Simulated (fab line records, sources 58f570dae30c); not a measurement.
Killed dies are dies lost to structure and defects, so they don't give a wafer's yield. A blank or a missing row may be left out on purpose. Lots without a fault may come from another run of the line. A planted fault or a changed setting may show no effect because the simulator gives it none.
fab line records | flow berkeley_cmos170
record lots=5 wafers=15 last_day=13
route steps=331 shown FIELD@95 SACOX@97 SCREENOX@100 NVT@104 PVT@115 GATE@125
lots that met no fault: from a run of the same line without faults
start_h: hours from the record's first day to the start of the lot's first wafer shown | wait_h: hours since the lot's step before | " the same as in the row above | L1.1+2: a row that stands for several wafers | - no value, or no start given | * or withheld: withheld | < > ~ a bound
route shown NAME@n: a module of which the file shows steps, and the number in the route of the first | usual: mean/standard deviation of fault-free wafers | same: alike in all rows | chamber/n: place in a boat | sites: the reading at each site | _std_site: their standard deviation | _edge_site: outer sites' mean less inner sites' | radius_mm: how far each site lies from the wafer's centre | mask NAME#n: copy n | behind: the tool/chamber that last shaped the wafer | hold: why the lot was held/for how many hours/how that ended | device: the transistor (n, p or np) that didn't switch | end of line: the same wafers' tests at the end of the route | a step without rows: its recipe alone | killed: dies lost to structure and defects at the first sort, not the wafer's yield | map: a wafer's dies, x killed, . not, _ none there
set.NAME: the setting as run; set.NAME@STEP: as run at that earlier step | model.NAME: the simulator's own value behind a step, which no gauge read
lots at some steps of the route; a table a step, a row a wafer
services: from which hour (start_h, from the record's first day; less than 0 if before it) a tool's chamber was out of use, for how many hours, and why
## steps
# step UCB170_FIELD_WET_ETCH_06
# recipe chemistry=BOE dilution=5:1 target=SiO2 temp_c=25 time_s=22
# columns lot.wafer tool chamber start_h wait_h
L084.2+4+6 wet_bench-02 3 169.28 0.0
L086.2+5+6 wet_bench-02 0 169.28 0.0
L088.3+4+5 wet_bench-02 2 181.13 0.0
L095.1+4+5 wet_bench-01 0 227.55 0.0
L097.1+4+6 wet_bench-01 2 227.55 0.0
# step UCB170_FIELD_THK_MEAS_90
# recipe reads=SiO2_of_FIELD_OXIDATION_01
# usual FIELD_OXIDE_LEFT_1_THK=449/11
# columns lot.wafer tool chamber start_h wait_h FIELD_OXIDE_LEFT_1_THK[nm]
L086.2 film_metro-01 - 169.31 0.0 462
L086.5 " - " " 461
L086.6 " - " " 459
L084.2 film_metro-01 - 169.37 0.1 437
L084.4 " - " " 432
L084.6 " - " " 445
L088.3 film_metro-02 - 181.19 0.0 436
L088.4 " - " " 450
L088.5 " - " " 449
L097.1 film_metro-01 - 227.57 0.0 441
L097.4 " - " " 445
L097.6 " - " " 444
L095.1 film_metro-01 - 227.69 0.1 439
L095.4 " - " " 442
L095.5 " - " " 450
# step UCB170_SACOX_CLEAN_00
# recipe chemistry=dHF dilution=25:1 time_s=7.5
# columns lot.wafer tool chamber start_h wait_h
L086.2+5+6 wet_bench-02 3 169.36 0.0
L084.2+4+6 wet_bench-02 2 169.42 0.0
L088.3+4+5 wet_bench-02 1 181.23 0.0
L097.1+4+6 wet_bench-01 3 227.63 0.1
L095.1+4+5 wet_bench-01 0 227.75 0.1
# step UCB170_SACOX_OXIDATION_01
# recipe temp_c=900 ambient=O2 target_thk_a=144 ox_time_s=2400
# columns lot.wafer tool chamber start_h wait_h
L084.2+4+6 furnace-01 0 173.14 3.7
L086.2+5+6 furnace-01 0 173.14 3.8
L088.3+4+5 furnace-02 0 185.65 4.4
L095.1+4+5 furnace-02 0 233.68 5.9
L097.1+4+6 furnace-02 0 233.68 6.0
# step UCB170_SACOX_THK_MEAS_02
# recipe reads=SiO2_of_SACOX_OXIDATION_01
# usual SACOX_OXIDE_THK=14.41/0.24
# columns lot.wafer tool chamber start_h wait_h SACOX_OXIDE_THK[nm]
L084.2 film_metro-01 - 174.82 0.0 14.65
L084.4 " - " " 14.39
L084.6 " - " " 14.66
L086.2 film_metro-04 - 174.82 0.0 14.48
L086.5 " - " " 14.59
L086.6 " - " " 14.60
L088.3 film_metro-03 - 187.44 0.1 14.57
L088.4 " - " " 14.78
L088.5 " - " " 14.30
L095.1 film_metro-01 - 235.34 0.0 14.83
L095.4 " - " " 14.53
L095.5 " - " " 14.54
L097.1 film_metro-04 - 235.34 0.0 14.46
L097.4 " - " " 14.86
L097.6 " - " " 14.61
# step UCB170_SCREENOX_WET_ETCH_00
# recipe chemistry=dHF dilution=25:1 target=SiO2 temp_c=25 time_s=200
# columns lot.wafer tool chamber start_h wait_h
L084.2+4+6 wet_bench-04 1 174.87 0.0
L086.2+5+6 wet_bench-04 0 174.87 0.0
L088.3+4+5 wet_bench-02 2 187.49 0.0
L095.1+4+5 wet_bench-02 3 235.42 0.1
L097.1+4+6 wet_bench-02 3 235.42 0.1
# step UCB170_SCREENOX_OXIDATION_01
# recipe temp_c=900 ambient=O2 target_thk_a=144 ox_time_s=2400
# columns lot.wafer tool chamber start_h wait_h
L084.2+4+6 furnace-04 0 179.27 4.3
L086.2+5+6 furnace-04 0 179.27 4.3
L088.3+4+5 furnace-04 0 191.62 4.1
L095.1+4+5 furnace-02 0 242.18 6.7
L097.1+4+6 furnace-02 0 242.18 6.7
# step UCB170_SCREENOX_THK_MEAS_02
# recipe reads=SiO2_of_SCREENOX_OXIDATION_01
# usual SCREENOX_OXIDE_THK=14.3/0.33
# columns lot.wafer tool chamber start_h wait_h SCREENOX_OXIDE_THK[nm]
L086.2 film_metro-02 - 180.94 0.0 14.3
L086.5 " - " " 14.1
L086.6 " - " " 14.3
L084.2 film_metro-03 - 180.98 0.0 14.4
L084.4 " - " " 14.4
L084.6 " - " " 14.4
L088.3 film_metro-03 - 193.35 0.1 14.2
L088.4 " - " " 14.5
L088.5 " - " " 14.2
L095.1 film_metro-04 - 243.84 0.0 14.4
L095.4 " - " " 14.1
L095.5 " - " " 14.3
L097.1 film_metro-03 - 243.84 0.0 14.8
L097.4 " - " " 14.8
L097.6 " - " " 14.9
# step UCB170_SCREENOX_ANNEAL_03
# recipe temp_c=900 time_s=900 ambient=N2
# columns lot.wafer tool chamber start_h wait_h
L084.2+4+6 furnace-01 0 184.41 3.4
L086.2+5+6 furnace-01 0 184.41 3.5
L088.3+4+5 furnace-01 0 196.31 3.0
L095.1+4+5 furnace-01 0 249.16 5.3
L097.1+4+6 furnace-01 0 249.16 5.3
# step UCB170_NVT_HMDS_00
# recipe prime_time_s=60 prime_temp_c=100
# columns lot.wafer tool chamber start_h wait_h
L084.2+4+6 litho_track-01 0 185.71 0.0
L086.2+5+6 litho_track-02 0 185.95 0.3
L088.3+4+5 litho_track-01 0 197.85 0.3
L095.1+4+5 litho_track-04 0 250.41 0.0
L097.1+4+6 litho_track-01 0 250.41 0.0
# step UCB170_NVT_COAT_01
# recipe resist=KrF spin_rpm=1500 resist_thk_nm=900
# columns lot.wafer tool chamber start_h wait_h
L084.2+4+6 litho_track-01 0 185.86 0.1
L086.2+5+6 litho_track-02 0 186.10 0.1
L088.3+4+5 litho_track-01 0 198.00 0.1
L095.1+4+5 litho_track-04 0 250.56 0.1
L097.1+4+6 litho_track-01 0 250.56 0.1
# step UCB170_NVT_SOFTBAKE_02
# recipe resist=KrF temp_c=130 time_s=60
# columns lot.wafer tool chamber start_h wait_h
L084.2+4+6 litho_track-01 0 186.01 0.1
L086.2+5+6 litho_track-02 0 186.25 0.1
L088.3+4+5 litho_track-01 0 198.15 0.1
L095.1+4+5 litho_track-04 0 250.71 0.1
L097.1+4+6 litho_track-01 0 250.71 0.1
# step UCB170_NVT_EXPOSE_03
# recipe mask_id=PWELL target_cd_nm=3000 na=0.5 sigma_outer=0.6 source_shape=conventional dose_mj=30
# usual focus_offset_nm=0.1/0.48
# columns lot.wafer tool chamber start_h wait_h mask focus_offset_nm
L084.2 krf_scanner-01 0 186.37 0.3 PWELL#0 -0.1
L084.4 " 0 " " PWELL#0 0.1
L084.6 " 0 " " PWELL#0 0.0
L086.2 krf_scanner-01 0 186.49 0.2 PWELL#0 0.5
L086.5 " 0 " " PWELL#0 0.6
L086.6 " 0 " " PWELL#0 0.2
L088.3 krf_scanner-02 0 198.43 0.3 PWELL#0 -0.2
L088.4 " 0 " " PWELL#0 0.3
L088.5 " 0 " " PWELL#0 0.0
L095.1 krf_scanner-02 0 251.11 0.4 PWELL#0 0.7
L095.4 " 0 " " PWELL#0 0.8
L095.5 " 0 " " PWELL#0 0.0
L097.1 krf_scanner-02 0 251.23 0.5 PWELL#0 -0.3
L097.4 " 0 " " PWELL#0 -0.1
L097.6 " 0 " " PWELL#0 -0.5
# step UCB170_NVT_PEB_04
# recipe peb_temp_c=130 peb_time_s=withheld resist=KrF
# columns lot.wafer tool chamber start_h wait_h
L084.2+4+6 litho_track-02 0 186.49 0.1
L086.2+5+6 litho_track-02 0 186.77 0.3
L088.3+4+5 litho_track-01 0 198.59 0.1
L095.1+4+5 litho_track-01 0 251.31 0.2
L097.1+4+6 litho_track-01 0 251.59 0.3
# step UCB170_NVT_DEVELOP_05
# recipe developer=TMAH develop_time_s=45 resist=KrF dev_temp_c=21
# columns lot.wafer tool chamber start_h wait_h
L084.2+4+6 litho_track-02 0 - -
L086.2+5+6 litho_track-02 0 - -
L088.3+4+5 litho_track-01 0 - -
L095.1+4+5 litho_track-01 0 - -
L097.1+4+6 litho_track-01 0 - -
# step UCB170_NVT_OVL_MEAS_06
# usual NVT_OVL=0/5.8
# columns lot.wafer tool chamber start_h wait_h NVT_OVL[nm]
L084.2 overlay-02 - 186.75 - 0
L084.4 " - " " -3
L084.6 " - " " -8
L086.2 overlay-01 - 187.02 - 8
L086.5 " - " " 1
L086.6 " - " " 10
L088.3 overlay-01 - 198.83 - 7
L088.4 " - " " 4
L088.5 " - " " 1
L095.1 overlay-01 - 251.59 - -9
L095.4 " - " " -3
L095.5 " - " " -2
L097.1 overlay-02 - 251.86 - -8
L097.4 " - " " -1
L097.6 " - " " 0
# step UCB170_NVT_IMPLANT_07
# recipe species=BF2 dose_cm2=3e+12 energy_kev=50 tilt_deg=7
# columns lot.wafer tool chamber start_h wait_h
L084.2+4+6 implanter-04 0 186.80 0.0
L086.2+5+6 implanter-01 0 187.08 0.0
L088.3+4+5 implanter-01 0 198.90 0.1
L095.1+4+5 implanter-01 0 251.62 0.0
L097.1+4+6 implanter-04 0 251.90 0.0
# step UCB170_NVT_STRIP_08
# recipe chemistry=O2 power_w=400 pressure_mtorr=3500 platen_temp_c=withheld o2_flow_sccm=400 overash_fraction=0.5
# usual drypump_motor_current_A=5.47/0.25 oes_product_au=0.735/0.0045 strip_time_to_endpoint_s=21.65/0.056
# columns lot.wafer tool chamber start_h wait_h drypump_motor_current_A oes_product_au rf_hours_counter_h strip_time_to_endpoint_s
L084.2 plasma_asher-02 0 186.93 0.1 5.17 0.730 46 21.69
L084.4 " 1 " " 5.90 0.739 - 21.74
L084.6 " 1 " " 5.90 0.737 - 21.66
L086.2 plasma_asher-01 0 187.20 0.1 5.39 0.737 45 21.75
L086.5 " 0 " " 5.37 0.739 - 21.69
L086.6 " 1 " " 5.45 0.736 - 21.69
L088.3 plasma_asher-01 1 199.04 0.1 5.40 0.728 - 21.65
L088.4 " 0 " " 5.39 0.731 - 21.67
L088.5 " 0 " " 5.40 0.733 - 21.66
L095.1 plasma_asher-02 0 251.77 0.1 5.17 0.734 53 21.63
L095.4 " 0 " " 5.20 0.729 - 21.64
L095.5 " 1 " " 5.93 0.736 - 21.66
L097.1 plasma_asher-03 1 252.05 0.1 5.34 0.743 14 21.68
L097.4 " 1 " " 5.33 0.743 - 21.67
L097.6 " 0 " " 5.50 0.734 - 21.67
# step UCB170_NVT_TW_MEAS_09
# usual NVT_TW=524.1/2.8
# columns lot.wafer tool chamber start_h wait_h NVT_TW
L084.2 film_metro-03 - 187.04 0.1 522.9
L084.4 " - " " 520.3
L084.6 " - " " 522.3
L086.2 film_metro-03 - 187.31 0.1 521.2
L086.5 " - " " 522.9
L086.6 " - " " 523.6
L088.3 film_metro-03 - 199.12 0.1 524.5
L088.4 " - " " 524.2
L088.5 " - " " 523.7
L095.1 film_metro-01 - 251.87 0.1 523.4
L095.4 " - " " 523.7
L095.5 " - " " 520.9
L097.1 film_metro-03 - 252.15 0.1 521.5
L097.4 " - " " 522.6
L097.6 " - " " 525.0
# step UCB170_NVT_CLEAN_10
# recipe chemistry=SPM temp_c=120 time_s=600
# columns lot.wafer tool chamber start_h wait_h
L084.2+4+6 wet_bench-04 3 187.09 0.0
L086.2+5+6 wet_bench-04 2 187.36 0.0
L088.3+4+5 wet_bench-03 2 199.16 0.0
L095.1+4+5 wet_bench-01 1 251.93 0.1
L097.1+4+6 wet_bench-03 0 252.21 0.1
# step UCB170_PVT_HMDS_00
# recipe prime_time_s=60 prime_temp_c=100
# columns lot.wafer tool chamber start_h wait_h
L084.2+4+6 litho_track-03 0 187.47 0.2
L086.2+5+6 litho_track-04 0 188.00 0.5
L088.3+4+5 litho_track-04 0 199.39 0.1
L095.1+4+5 litho_track-04 0 252.76 0.7
L097.1+4+6 litho_track-04 0 253.21 0.8
# step UCB170_PVT_COAT_01
# recipe resist=KrF spin_rpm=1517 resist_thk_nm=900
# columns lot.wafer tool chamber start_h wait_h
L084.2+4+6 litho_track-03 0 187.62 0.1
L086.2+5+6 litho_track-04 0 188.15 0.1
L088.3+4+5 litho_track-04 0 199.54 0.1
L095.1+4+5 litho_track-04 0 252.91 0.1
L097.1+4+6 litho_track-04 0 253.36 0.1
# step UCB170_PVT_SOFTBAKE_02
# recipe resist=KrF temp_c=130 time_s=60
# columns lot.wafer tool chamber start_h wait_h
L084.2+4+6 litho_track-03 0 187.77 0.1
L086.2+5+6 litho_track-04 0 188.30 0.1
L088.3+4+5 litho_track-04 0 199.69 0.1
L095.1+4+5 litho_track-04 0 253.06 0.1
L097.1+4+6 litho_track-04 0 253.51 0.1
# step UCB170_PVT_EXPOSE_03
# recipe mask_id=NWELL target_cd_nm=3000 na=0.5 sigma_outer=0.6 source_shape=conventional dose_mj=30
# usual focus_offset_nm=0.0/0.5
# columns lot.wafer tool chamber start_h wait_h mask focus_offset_nm
L084.2 krf_scanner-01 0 188.05 0.3 NWELL#0 -0.8
L084.4 " 0 " " NWELL#0 -0.1
L084.6 " 0 " " NWELL#0 -0.2
L086.2 krf_scanner-01 0 188.64 0.3 NWELL#0 0.2
L086.5 " 0 " " NWELL#0 -0.2
L086.6 " 0 " " NWELL#0 0.1
L088.3 krf_scanner-02 0 199.95 0.2 NWELL#0 -0.1
L088.4 " 0 " " NWELL#0 0.3
L088.5 " 0 " " NWELL#0 -0.6
L095.1 krf_scanner-02 0 253.21 0.1 NWELL#0 -0.5
L095.4 " 0 " " NWELL#0 -0.2
L095.5 " 0 " " NWELL#0 -0.2
L097.1 krf_scanner-02 0 253.66 0.1 NWELL#0 0.5
L097.4 " 0 " " NWELL#0 0.9
L097.6 " 0 " " NWELL#0 -0.4
# step UCB170_PVT_PEB_04
# recipe peb_temp_c=130 peb_time_s=withheld resist=KrF
# columns lot.wafer tool chamber start_h wait_h
L084.2+4+6 litho_track-04 0 188.45 0.4
L086.2+5+6 litho_track-03 0 189.09 0.4
L088.3+4+5 litho_track-04 0 200.08 0.1
L095.1+4+5 litho_track-02 0 253.79 0.6
L097.1+4+6 litho_track-04 0 253.94 0.3
# step UCB170_PVT_DEVELOP_05
# recipe developer=TMAH develop_time_s=45 resist=KrF dev_temp_c=21
# columns lot.wafer tool chamber start_h wait_h
L084.2+4+6 litho_track-04 0 - -
L086.2+5+6 litho_track-03 0 - -
L088.3+4+5 litho_track-04 0 - -
L095.1+4+5 litho_track-02 0 - -
L097.1+4+6 litho_track-04 0 - -
# step UCB170_PVT_OVL_MEAS_06
# usual PVT_OVL=0/5.4
# columns lot.wafer tool chamber start_h wait_h PVT_OVL[nm]
L084.2 overlay-02 - 188.71 - -1
L084.4 " - " " 4
L084.6 " - " " 4
L086.2 overlay-02 - 189.35 - 3
L086.5 " - " " 7
L086.6 " - " " -2
L088.3 overlay-02 - 200.32 - 5
L088.4 " - " " 15
L088.5 " - " " 4
L095.1 overlay-02 - 254.07 - 8
L095.4 " - " " -4
L095.5 " - " " 5
L097.1 overlay-02 - 254.21 - -3
L097.4 " - " " -1
L097.6 " - " " 3
# step UCB170_PVT_IMPLANT_07
# recipe species=P dose_cm2=2e+12 energy_kev=30 tilt_deg=7
# columns lot.wafer tool chamber start_h wait_h
L084.2+4+6 implanter-01 0 188.76 0.0
L086.2+5+6 implanter-04 0 189.40 0.0
L088.3+4+5 implanter-04 0 200.39 0.1
L095.1+4+5 implanter-04 0 254.10 0.0
L097.1+4+6 implanter-02 0 254.25 0.0
# step UCB170_PVT_STRIP_08
# recipe chemistry=O2 power_w=400 pressure_mtorr=3500 platen_temp_c=withheld o2_flow_sccm=400 overash_fraction=0.5
# usual drypump_motor_current_A=5.56/0.25 oes_product_au=0.735/0.0044 strip_time_to_endpoint_s=21.54/0.068
# columns lot.wafer tool chamber start_h wait_h drypump_motor_current_A oes_product_au rf_hours_counter_h strip_time_to_endpoint_s
L084.2 plasma_asher-02 1 188.89 0.1 5.91 0.738 47 21.45
L084.4 " 1 " " 5.90 0.732 - 21.60
L084.6 " 1 " " 5.91 0.735 - 21.48
L086.2 plasma_asher-04 0 189.53 0.1 5.86 0.740 41 21.49
L086.5 " 0 " " 5.81 0.733 - 21.53
L086.6 " 1 " " 5.45 0.734 - 21.54
L088.3 plasma_asher-01 1 200.53 0.1 5.46 0.734 - 21.62
L088.4 " 0 " " 5.40 0.738 - 21.59
L088.5 " 0 " " 5.41 0.731 - 21.60
L095.1 plasma_asher-01 0 254.25 0.1 5.42 0.737 53 21.54
L095.4 " 1 " " 5.43 0.740 - 21.52
L095.5 " 1 " " 5.45 0.732 - 21.57
L097.1 plasma_asher-04 0 254.40 0.1 5.86 0.724 48 21.65
L097.4 " 1 " " 5.48 0.731 - 21.64
L097.6 " 1 " " 5.48 0.735 - 21.64
# step UCB170_PVT_TW_MEAS_09
# usual PVT_TW=508.6/2.8
# columns lot.wafer tool chamber start_h wait_h PVT_TW
L084.2 film_metro-04 - 189.00 0.1 503.7
L084.4 " - " " 507.2
L084.6 " - " " 504.1
L086.2 film_metro-02 - 189.64 0.1 509.0
L086.5 " - " " 508.2
L086.6 " - " " 509.7
L088.3 film_metro-04 - 200.61 0.1 512.4
L088.4 " - " " 510.8
L088.5 " - " " 511.6
L095.1 film_metro-01 - 254.35 0.1 503.8
L095.4 " - " " 504.3
L095.5 " - " " 506.8
L097.1 film_metro-04 - 254.50 0.1 511.0
L097.4 " - " " 508.9
L097.6 " - " " 514.0
# step UCB170_GATE_WET_ETCH_00
# recipe chemistry=dHF dilution=25:1 target=SiO2 temp_c=25 time_s=200
# columns lot.wafer tool chamber start_h wait_h
L084.2+4+6 wet_bench-02 0 189.05 0.0
L086.2+5+6 wet_bench-02 0 189.69 0.0
L088.3+4+5 wet_bench-02 1 200.83 0.2
L095.1+4+5 wet_bench-02 1 254.41 0.1
L097.1+4+6 wet_bench-02 0 254.56 0.1
# step UCB170_FIELD_THK_MEAS_91
# recipe reads=SiO2_of_FIELD_OXIDATION_01
# usual FIELD_OXIDE_LEFT_2_THK=361/11
# columns lot.wafer tool chamber start_h wait_h FIELD_OXIDE_LEFT_2_THK[nm]
L084.2 film_metro-01 - 189.12 0.0 349
L084.4 " - " " 343
L084.6 " - " " 356
L086.2 film_metro-04 - 189.76 0.0 374
L086.5 " - " " 372
L086.6 " - " " 371
L088.3 film_metro-02 - 200.91 0.0 347
L088.4 " - " " 361
L088.5 " - " " 361
L095.1 film_metro-01 - 254.48 0.0 352
L095.4 " - " " 355
L095.5 " - " " 363
L097.1 film_metro-01 - 254.62 0.0 353
L097.4 " - " " 357
L097.6 " - " " 356
# step UCB170_GATE_OXIDATION_01
# recipe temp_c=850 ambient=O2 target_thk_a=66 ox_time_s=1800
# columns lot.wafer tool chamber start_h wait_h
L084.2+4+6 furnace-04 0 194.53 5.4
L086.2+5+6 furnace-04 0 194.53 4.8
L088.3+4+5 furnace-02 0 205.71 4.8
L095.1+4+5 furnace-04 0 259.43 4.9
L097.1+4+6 furnace-04 0 259.43 4.8
# step UCB170_GATE_THK_MEAS_02
# recipe reads=SiO2_of_GATE_OXIDATION_01
# usual GATE_OXIDE_THK=6.60/0.12
# columns lot.wafer tool chamber start_h wait_h GATE_OXIDE_THK[nm]
L084.2 film_metro-01 - 196.04 0.0 6.52
L084.4 " - " " 6.35
L084.6 " - " " 6.54
L086.2 film_metro-03 - 196.04 0.0 6.68
L086.5 " - " " 6.61
L086.6 " - " " 6.67
L088.3 film_metro-04 - 207.29 0.1 6.54
L088.4 " - " " 6.69
L088.5 " - " " 6.69
L095.1 film_metro-03 - 260.94 0.0 6.84
L095.4 " - " " 6.74
L095.5 " - " " 6.68
L097.1 film_metro-04 - 260.97 0.0 6.38
L097.4 " - " " 6.49
L097.6 " - " " 6.47
# step UCB170_GATE_ANNEAL_03
# recipe temp_c=900 time_s=1800 ambient=N2
# columns lot.wafer tool chamber start_h wait_h
L084.2+4+6 furnace-02 0 201.20 5.1
L086.2+5+6 furnace-02 0 201.20 5.1
L088.3+4+5 furnace-01 0 211.71 4.4
L095.1+4+5 furnace-02 0 267.39 6.4
L097.1+4+6 furnace-02 0 267.39 6.4
# step UCB170_GATE_CVD_04
# recipe material=poly-Si temp_c=610 precursor=SiH4 time_s=1440 pressure_mtorr=375 target_thk_nm=214 sih4_flow_sccm=120
# columns lot.wafer tool chamber start_h wait_h
L084.2+4+6 lpcvd-02 1 202.70 0.0
L086.2+5+6 lpcvd-02 1 202.70 0.0
L088.3+4+5 lpcvd-02 1 214.29 1.1
L095.1+4+5 lpcvd-02 1 268.89 0.0
L097.1+4+6 lpcvd-02 0 268.89 0.0
# step UCB170_GATE_THK_MEAS_05
# recipe reads=poly-Si_of_GATE_CVD_04
# usual GATE_POLY_THK=214.0/2.5
# columns lot.wafer tool chamber start_h wait_h GATE_POLY_THK[nm]
L084.2 film_metro-01 - 204.81 0.0 213.9
L084.4 " - " " 216.4
L084.6 " - " " 215.0
L086.2 film_metro-03 - 204.81 0.0 209.7
L086.5 " - " " 211.5
L086.6 " - " " 210.7
L088.3 film_metro-04 - 216.41 0.0 210.2
L088.4 " - " " 208.1
L088.5 " - " " 209.7
L095.1 film_metro-03 - 272.04 0.0 214.1
L095.4 " - " " 211.7
L095.5 " - " " 210.2
L097.1 film_metro-03 - 272.10 0.1 213.2
L097.4 " - " " 216.3
L097.6 " - " " 216.4
# step UCB170_GATE_COAT_06
# recipe resist=BARC temp_c=withheld time_s=withheld spin_rpm=3000 resist_thk_nm=withheld
# columns lot.wafer tool chamber start_h wait_h
L086.2+5+6 litho_track-02 0 204.98 0.2
L084.2+4+6 litho_track-01 0 205.34 0.5
L088.3+4+5 litho_track-02 0 216.93 0.5
L095.1+4+5 litho_track-02 0 272.48 0.4
L097.1+4+6 litho_track-02 0 272.93 0.8
# step UCB170_GATE_COAT_07
# recipe resist=KrF spin_rpm=1500 resist_thk_nm=900
# columns lot.wafer tool chamber start_h wait_h
L086.2+5+6 litho_track-02 0 - -
L084.2+4+6 litho_track-01 0 - -
L088.3+4+5 litho_track-02 0 - -
L095.1+4+5 litho_track-02 0 - -
L097.1+4+6 litho_track-02 0 - -
# step UCB170_GATE_SOFTBAKE_08
# recipe resist=KrF temp_c=130 time_s=60
# columns lot.wafer tool chamber start_h wait_h
L086.2+5+6 litho_track-02 0 - -
L084.2+4+6 litho_track-01 0 - -
L088.3+4+5 litho_track-02 0 - -
L095.1+4+5 litho_track-02 0 - -
L097.1+4+6 litho_track-02 0 - -
# step UCB170_GATE_EXPOSE_09
# recipe mask_id=POLY target_cd_nm=350 na=0.5 sigma_outer=0.6 source_shape=conventional dose_mj=21
# usual focus_offset_nm=-0.1/0.49
# columns lot.wafer tool chamber start_h wait_h mask focus_offset_nm
L086.2 krf_scanner-02 0 205.55 - POLY#0 -0.1
L086.5 " 0 " " POLY#0 -0.6
L086.6 " 0 " " POLY#0 0.0
L084.2 krf_scanner-02 0 206.06 - POLY#0 0.1
L084.4 " 0 " " POLY#0 -0.1
L084.6 " 0 " " POLY#0 0.0
L088.3 krf_scanner-01 0 217.62 - POLY#0 -0.3
L088.4 " 0 " " POLY#0 0.5
L088.5 " 0 " " POLY#0 0.0
L095.1 krf_scanner-01 0 272.93 - POLY#0 -0.1
L095.4 " 0 " " POLY#0 -0.4
L095.5 " 0 " " POLY#0 0.4
L097.1 krf_scanner-01 0 273.58 - POLY#0 -0.3
L097.4 " 0 " " POLY#0 -0.9
L097.6 " 0 " " POLY#0 -0.1
# step UCB170_GATE_PEB_10
# recipe peb_temp_c=130 peb_time_s=withheld resist=KrF
# columns lot.wafer tool chamber start_h wait_h
L086.2+5+6 litho_track-01 0 205.79 0.2
L084.2+4+6 litho_track-02 0 206.18 0.1
L088.3+4+5 litho_track-02 0 218.10 0.5
L095.1+4+5 litho_track-02 0 273.38 0.4
L097.1+4+6 litho_track-02 0 273.93 0.3
# step UCB170_GATE_DEVELOP_11
# recipe developer=TMAH develop_time_s=45 resist=KrF dev_temp_c=21
# columns lot.wafer tool chamber start_h wait_h
L086.2+5+6 litho_track-01 0 - -
L084.2+4+6 litho_track-02 0 - -
L088.3+4+5 litho_track-02 0 - -
L095.1+4+5 litho_track-02 0 - -
L097.1+4+6 litho_track-02 0 - -
# step UCB170_GATE_CD_MEAS_12
# recipe target_cd_nm=350
# usual cd_nm=349.8/1.4
# columns lot.wafer tool chamber start_h wait_h cd_nm
L086.2 cd_sem-01 - 206.06 - 352.4
L086.5 " - " " 352.6
L086.6 " - " " 352.3
L084.2 cd_sem-01 - 206.45 - 350.0
L084.4 " - " " 349.7
L084.6 " - " " 348.8
L088.3 cd_sem-02 - 218.37 - 347.0
L088.4 " - " " 347.9
L088.5 " - " " 348.6
L095.1 cd_sem-02 - 273.65 - 348.8
L095.4 " - " " 349.4
L095.5 " - " " 349.6
L097.1 cd_sem-01 - 274.20 - 350.1
L097.4 " - " " 351.1
L097.6 " - " " 349.9
# step UCB170_GATE_OVL_MEAS_13
# usual GATE_OVL=1/5.1
# columns lot.wafer tool chamber start_h wait_h GATE_OVL[nm]
L086.2 overlay-02 - 206.17 0.1 -1
L086.5 " - " " -5
L086.6 " - " " 0
L084.2 overlay-02 - 206.56 0.1 2
L084.4 " - " " 3
L084.6 " - " " 2
L088.3 overlay-02 - 218.46 0.1 -4
L088.4 " - " " 0
L088.5 " - " " -6
L095.1 overlay-01 - 273.77 0.1 2
L095.4 " - " " 0
L095.5 " - " " 9
L097.1 overlay-02 - 274.32 0.1 5
L097.4 " - " " 6
L097.6 " - " " -1
# step UCB170_GATE_ETCH_14
# recipe chemistry=N2/H2 target_depth_a=withheld overetch_a=withheld target=BARC time_s=withheld source_w=500 bias_w=100 pressure_mtorr=30 n2_flow_sccm=100 h2_flow_sccm=200
# usual drypump_motor_current_A=5.6/0.42 oes_product_au=1.013/0.019 throttle_valve_pct=13.30/0.19
# columns lot.wafer tool chamber start_h wait_h drypump_motor_current_A oes_product_au throttle_valve_pct
L086.2 rie_diel-01 3 206.20 0.0 5.8 0.992 13.02
L086.5 " 3 " " 5.8 1.001 13.03
L086.6 " 2 " " 5.1 1.012 13.14
L084.2 rie_diel-03 1 206.59 0.0 5.2 1.046 13.51
L084.4 " 0 " " 6.5 1.008 13.67
L084.6 " 2 " " 5.9 1.012 13.49
L088.3 rie_diel-02 1 218.48 0.0 5.0 1.025 13.37
L088.4 " 2 " " 5.7 1.025 13.33
L088.5 " 0 " " 5.8 1.012 13.04
L095.1 rie_diel-03 3 273.81 0.0 5.9 0.991 13.22
L095.4 " 3 " " 5.9 1.001 13.21
L095.5 " 0 " " 6.4 1.009 13.65
L097.1 rie_diel-03 0 274.36 0.0 6.5 1.011 13.65
L097.4 " 3 " " 5.8 0.989 13.22
L097.6 " 0 " " 6.5 1.008 13.65
# step UCB170_GATE_ETCH_15
# recipe chemistry=HBr/Cl2 target=poly-Si stop_on=SiO2 over_etch_frac=0.3 icp_w=300 bias_w=150 time_s=56.3 pressure_mtorr=15 HBr_flow_sccm=150 Cl2_flow_sccm=50 target_depth_a=2782
# usual drypump_motor_current_A=5.5/0.36 oes_product_au=0.832/0.016 throttle_valve_pct=26.4/0.3
# same over_etch_frac=0.3
# columns lot.wafer tool chamber start_h wait_h drypump_motor_current_A oes_product_au rf_hours_counter_h throttle_valve_pct
L086.2 rie_si-01 0 206.24 - 5.0 0.790 103 26.7
L086.5 " 0 " " 5.0 0.797 - 26.7
L086.6 " 2 " " 6.1 0.828 - 26.3
L084.2 rie_si-01 1 206.63 - 5.1 0.815 75 26.1
L084.4 " 2 " " 6.0 0.850 - 26.3
L084.6 " 0 " " 5.0 0.806 - 26.7
L088.3 rie_si-02 0 218.53 - 5.6 0.829 83 26.5
L088.4 " 3 " " 5.7 0.825 91 26.8
L088.5 " 2 " " 5.6 0.839 - 26.6
L095.1 rie_si-02 3 273.85 - 5.7 0.846 91 26.8
L095.4 " 1 " " 5.2 0.822 0 26.6
L095.5 " 1 " " 5.2 0.817 - 26.6
L097.1 rie_si-01 1 274.40 - 5.1 0.820 75 26.1
L097.4 " 2 " " 6.1 0.845 51 26.3
L097.6 " 0 " " 5.0 0.834 - 26.5
## services
# columns tool chamber start_h hours kind
krf_scanner-02 - 147.29 1.3 pm
krf_scanner-01 - 147.43 1.4 repair
wet_bench-02 - 159.32 1.9 pm
lpcvd-02 - 166.72 3.0 repair
krf_scanner-01 - 166.77 1.0 pm
furnace-04 - 175.34 3.9 pm
krf_scanner-02 - 183.94 4.4 pm
krf_scanner-02 - 188.32 3.6 pm
furnace-01 - 191.24 3.7 pm
krf_scanner-02 - 194.14 4.0 pm
krf_scanner-01 - 205.95 0.2 repair
implanter-04 - 213.83 1.6 repair
krf_scanner-01 - 227.14 4.4 pm
furnace-02 - 229.70 2.6 pm
krf_scanner-01 - 231.51 1.3 pm
implanter-04 - 242.72 3.9 repair
krf_scanner-01 - 250.88 4.0 pm
implanter-04 - 257.52 4.5 pm
krf_scanner-02 - 259.06 0.8 pm
krf_scanner-02 - 259.84 1.0 pm
furnace-01 - 262.35 3.0 pm
krf_scanner-02 - 265.67 2.9 repair
krf_scanner-01 - 268.50 1.4 repair
krf_scanner-01 - 269.87 1.0 pm
## key
fault none
